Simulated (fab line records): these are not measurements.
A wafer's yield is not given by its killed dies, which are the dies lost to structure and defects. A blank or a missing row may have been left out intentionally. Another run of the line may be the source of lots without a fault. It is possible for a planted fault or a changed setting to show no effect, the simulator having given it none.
What tool caused it? ; flow ritCmos ; 16 lots, 48 wafers sampled, at 2 steps of a route of 202

WHAT THE GAUGES READ, wafer by wafer
RIT_NSD_OVL_MEAS_06.
lot;measured;on;NSD_OVL (nm)
L414;day 3 10:04;overlay-01;-2.2 -1.4 -0.4
L415;day 3 15:51;overlay-01;-0.1 0.6 0.1
L416;day 3 19:35;overlay-01;3.1 -1.6 0.7
L417;day 3 22:05;overlay-02;-0.8 -0.5 0.2
L418;day 4 04:52;overlay-02;1.6 -0.5 1.0
L419;day 4 15:37;overlay-01;-0.2 2.7 -0.4
L420;day 4 23:43;overlay-02;-179.1 -180.8 -178.9
L421;day 4 23:55;overlay-01;-181.9 -181.4 -179.3
L422;day 5 04:35;overlay-02;-178.4 -179.5 -179.6
L423;day 5 11:37;overlay-02;-178.8 -178.6 -179.7
L427;day 6 20:45;overlay-01;-0.7 -0.7 -1.7
L430;day 7 11:43;overlay-02;-0.4 2.8 1.0
L433;day 7 22:55;overlay-01;-0.5 0.0 0.0
L435;day 7 23:15;overlay-02;-1.7 -1.6 -2.5
L436;day 8 00:43;overlay-02;0.9 1.0 -0.1
L437;day 8 04:05;overlay-02;1.1 -0.3 -1.7

EACH LOT AND THE TOOL THAT RAN IT (in order: tool; ch and the chambers of the sampled wafers; start)
lot;RIT_NSD_EXPOSE_03
L414;ilineStepper-02 ch 0, day 3 09:31
L415;ilineStepper-01 ch 0, day 3 15:27
L416;ilineStepper-02 ch 0, day 3 19:11
L417;ilineStepper-01 ch 0, day 3 21:43
L418;ilineStepper-01 ch 0, day 4 04:29
L419;ilineStepper-02 ch 0, day 4 15:15
L420;ilineStepper-02 ch 0, day 4 23:19
L421;ilineStepper-02 ch 0, day 4 23:26
L422;ilineStepper-02 ch 0, day 5 04:11
L423;ilineStepper-02 ch 0, day 5 11:15
L427;ilineStepper-01 ch 0, day 6 20:21
L430;ilineStepper-01 ch 0, day 7 11:14
L433;ilineStepper-01 ch 0, day 7 22:32
L435;ilineStepper-01 ch 0, day 7 22:52
L436;ilineStepper-01 ch 0, day 8 00:19
L437;ilineStepper-01 ch 0, day 8 03:37
- RIT_NSD_EXPOSE_03: exposes mask M9, target cd 40700 nm.

WHAT THE TOOLS THEMSELVES READ (means of the sampled wafers that have a number; where no wafer has one, the mark that the record gives instead)
The record holds no such reading with a usual standard deviation.

THE ANSWER, worked out from the rows above alone
Rule: the lots themselves supply what counts as usual. Put in order of their means at a reading, lots are off if they are a third of the lots or fewer, leave a main group of 4 or more, and stand apart from it by a gap of 3 or more times the standard deviation of the main group's means; of several such gaps the widest counts. If all means in a main group match to the digits the tables above print for the reading, that group is not used. Also off: a lot with no number at a reading for which 4 or more lots have one. Where the step has rows for the other lots, those lots are counted as sound. Order of review: gauges by route order, followed by the tools' own readings, for which a lot's mean as printed above is used. The first step at which some lot is off is used, and at that step the reading that is off furthest; a lot without a number counts as furthest.
Off: at RIT_NSD_OVL_MEAS_06 (NSD_OVL), L420, L421, L422, L423. The main group has a mean of -0.1 nm with a standard deviation of 0.91.
A tool fits if, at a process step before that reading, it ran every lot that is off, and no sound lot after the first of them. Gauges at RIT_NSD_OVL_MEAS_06: tried the same way as those tools. One candidate fits, namely ilineStepper-02 at RIT_NSD_EXPOSE_03. A fault onset in the window from L419 (day 4 15:15, its last sound lot) to L420 (day 4 23:19, its first lot off) fits.

WHAT THE SIMULATOR HAD INSERTED
Scanner matching overlay: ilineStepper-02, from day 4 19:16 on, at RIT_NSD_EXPOSE_03. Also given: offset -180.
Lots struck among those shown: L420, L421, L422, L423. The rule above reached the same finding.
